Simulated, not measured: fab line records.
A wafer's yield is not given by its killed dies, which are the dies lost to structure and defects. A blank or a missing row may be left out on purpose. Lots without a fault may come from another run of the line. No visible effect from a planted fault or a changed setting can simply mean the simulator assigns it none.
A lot that was struck, set against a sound lot + flow rit_cmos + 43 steps out of a route of 202
Sound: wafers L535.1, L535.3, L535.5. Wafers L534.1, L534.2, L534.3 were the ones struck. The cause comes at the end.
At each step with rows: each side's tool, then ch and its chambers, then its first start. Under that, the readings that differ: sound wafers + struck wafers + difference of the means + sigmas: that difference in standard deviations of wafers without a fault.
alike: a reading whose means differ by less than 2 such deviations, as well as words and numbers matching on both sides. not compared: withheld readings; readings where some wafer has no value; bounds like >300 that might hide an equal value; numbers whose values overlap and for which the record gives no deviation.
A row with sigmas, a row that says differs or no value, or rows on one side alone: a step with any of these is where the two part. Numbers that don't overlap but have no deviation are shown without sigmas and don't part them. Lack of a reading on every wafer of one side parts them only where that side has two or more wafers.

first, 3 steps without rows for these wafers: RIT_REOX_CLEAN_01 (cleans in dHF, time 30 s); RIT_REOX_CLEAN_02 (cleans in SC2, time 600 s); RIT_REOX_OXIDATION_03 (target thk 25.2 nm, ox time 5580 s).
RIT_REOX_THK_MEAS_04:
  sound on film_metro-03 at day 5 15:53; struck on film_metro-04 at day 5 10:40
  alike: REOX_OXIDE_THK
then, 6 steps without rows for these wafers: RIT_NLDD_HMDS_00 (prime time 60 s); RIT_NLDD_COAT_01 (resist thk 1000 nm); RIT_NLDD_SOFTBAKE_02 (time 60 s); RIT_NLDD_EXPOSE_03 (exposes mask M7, target cd 40700 nm); RIT_NLDD_PEB_04; RIT_NLDD_DEVELOP_05 (develop time 50 s).
RIT_NLDD_OVL_MEAS_06:
  sound on overlay-02 at day 5 17:04; struck on overlay-01 at day 5 11:44
  alike: NLDD_OVL
then, 1 step without rows for these wafers: RIT_NLDD_HARDBAKE_07 (time 60 s).
RIT_NLDD_IMPLANT_08:
  sound on implanter-01 ch 0, day 5 17:15; struck on implanter-03 ch 0, day 5 11:55
| reading            | sound                    | struck                        | difference | sigmas      |
|--------------------|--------------------------|-------------------------------|------------|-------------|
| dose_ions_cm2      | 4.997e+14 4.99e+14 5e+14 | 7.617e+14 7.606e+14 7.618e+14 | +2.618e+14 | +99 or more |
| faraday_current_uA | 1587 1623 1594           | 2342 2410 2369                | +772       | +25         |
  alike: beam_on_s
RIT_NLDD_STRIP_09: strips in O2, time 180 s.
  sound on plasma_asher-01 ch 0,1, day 5 17:24; struck on plasma_asher-04 ch 0,1, day 5 12:04
| reading                     | sound       | struck      | difference | sigmas |
|-----------------------------|-------------|-------------|------------|--------|
| drypump_motor_current_A (A) | 5.1 5.1 5.7 | 6.1 6.5 6.5 | +1.1       | +2     |
  alike: o2_flow_sccm
  not compared: rf_hours_counter_h
RIT_NLDD_TW_MEAS_10:
  sound on film_metro-03 at day 5 17:35; struck on film_metro-04 at day 5 12:28
| reading | sound          | struck         | difference | sigmas |
|---------|----------------|----------------|------------|--------|
| NLDD_TW | 2489 2488 2488 | 2758 2774 2778 | +282       | +26    |
  not compared: hold
then, 5 steps without rows for these wafers: RIT_PLDD_COAT_01 (resist thk 1000 nm); RIT_PLDD_SOFTBAKE_02 (time 60 s); RIT_PLDD_EXPOSE_03 (exposes mask M8, target cd 40900 nm); RIT_PLDD_PEB_04; RIT_PLDD_DEVELOP_05 (develop time 50 s).
RIT_PLDD_OVL_MEAS_06:
  sound on overlay-01 at day 5 18:29; struck on overlay-02 at day 5 15:22
  alike: PLDD_OVL
then, 2 steps without rows for these wafers: RIT_PLDD_HARDBAKE_07 (time 60 s); RIT_PLDD_IMPLANT_08.
RIT_PLDD_STRIP_09: strips in O2, time 180 s.
  sound on plasma_asher-02 ch 1, day 5 18:49; struck on plasma_asher-02 ch 0,1, day 5 16:02
  alike: drypump_motor_current_A, o2_flow_sccm
  not compared: rf_hours_counter_h
RIT_PLDD_TW_MEAS_10:
  sound on film_metro-03 at day 5 19:00; struck on film_metro-04 at day 5 16:14
  alike: PLDD_TW
then, 4 steps without rows for these wafers: RIT_SPACER_CLEAN_00 (cleans in SC1, time 600 s); RIT_SPACER_CLEAN_01 (cleans in dHF, time 30 s); RIT_SPACER_CLEAN_02 (cleans in SC2, time 600 s); RIT_SPACER_CVD_03 (deposits Si3N4 from SiH2Cl2/NH3, target thk 250 nm, time 3300 s).
RIT_SPACER_THK_MEAS_04:
  sound on film_metro-02 at day 5 23:02; struck on film_metro-02 at day 5 18:44
  alike: SPACER_NITRIDE_THK
RIT_SPACER_ETCHBACK_05: etches Si3N4 in SF6/CHF3, stops on SiO2, target depth 250 nm, time 240 s.
  sound on rie_diel-03 ch 0,1,3, day 5 23:06; struck on rie_diel-03 ch 0,1,3, day 5 18:48
  alike: CHF3_flow_sccm, drypump_motor_current_A, oes_product_au, throttle_valve_pct
  not compared: rf_hours_counter_h
then, 6 steps without rows for these wafers: RIT_NSD_HMDS_00 (prime time 60 s); RIT_NSD_COAT_01 (resist thk 1000 nm); RIT_NSD_SOFTBAKE_02 (time 60 s); RIT_NSD_EXPOSE_03 (exposes mask M9, target cd 40700 nm); RIT_NSD_PEB_04; RIT_NSD_DEVELOP_05 (develop time 50 s).
RIT_NSD_OVL_MEAS_06:
  sound on overlay-01 at day 6 00:06; struck on overlay-02 at day 5 19:48
  alike: NSD_OVL
then, 2 steps without rows for these wafers: RIT_NSD_HARDBAKE_07 (time 60 s); RIT_NSD_IMPLANT_08.
RIT_NSD_STRIP_09: strips in O2, time 180 s.
  sound on plasma_asher-02 ch 0,1, day 6 00:26; struck on plasma_asher-02 ch 0,1, day 5 20:08
  alike: drypump_motor_current_A, o2_flow_sccm
  not compared: rf_hours_counter_h
RIT_SDANNEAL_RS_MEAS_07: uses a four-point probe to measure.
  sound on film_metro-03 at day 6 02:57; struck on film_metro-02 at day 5 23:07
| reading          | sound             | struck            | difference | sigmas |
|------------------|-------------------|-------------------|------------|--------|
| NLDD_RS (ohm/sq) | 151.6 151.0 151.6 | 108.0 107.8 107.7 | -43.6      | -87    |
  not compared: hold
RIT_M1_PROBE_99:
  the record holds rows for the sound wafers here (prober-01, day 6 10:02) but none for the struck ones

## WHERE THEY PART
Earliest at RIT_NLDD_IMPLANT_08; latest, in this record, at RIT_M1_PROBE_99.

WHY: what had been put in by the simulator
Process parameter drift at RIT_NLDD_IMPLANT_08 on implanter-03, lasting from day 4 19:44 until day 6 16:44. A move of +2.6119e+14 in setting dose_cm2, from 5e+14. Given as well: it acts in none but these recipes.
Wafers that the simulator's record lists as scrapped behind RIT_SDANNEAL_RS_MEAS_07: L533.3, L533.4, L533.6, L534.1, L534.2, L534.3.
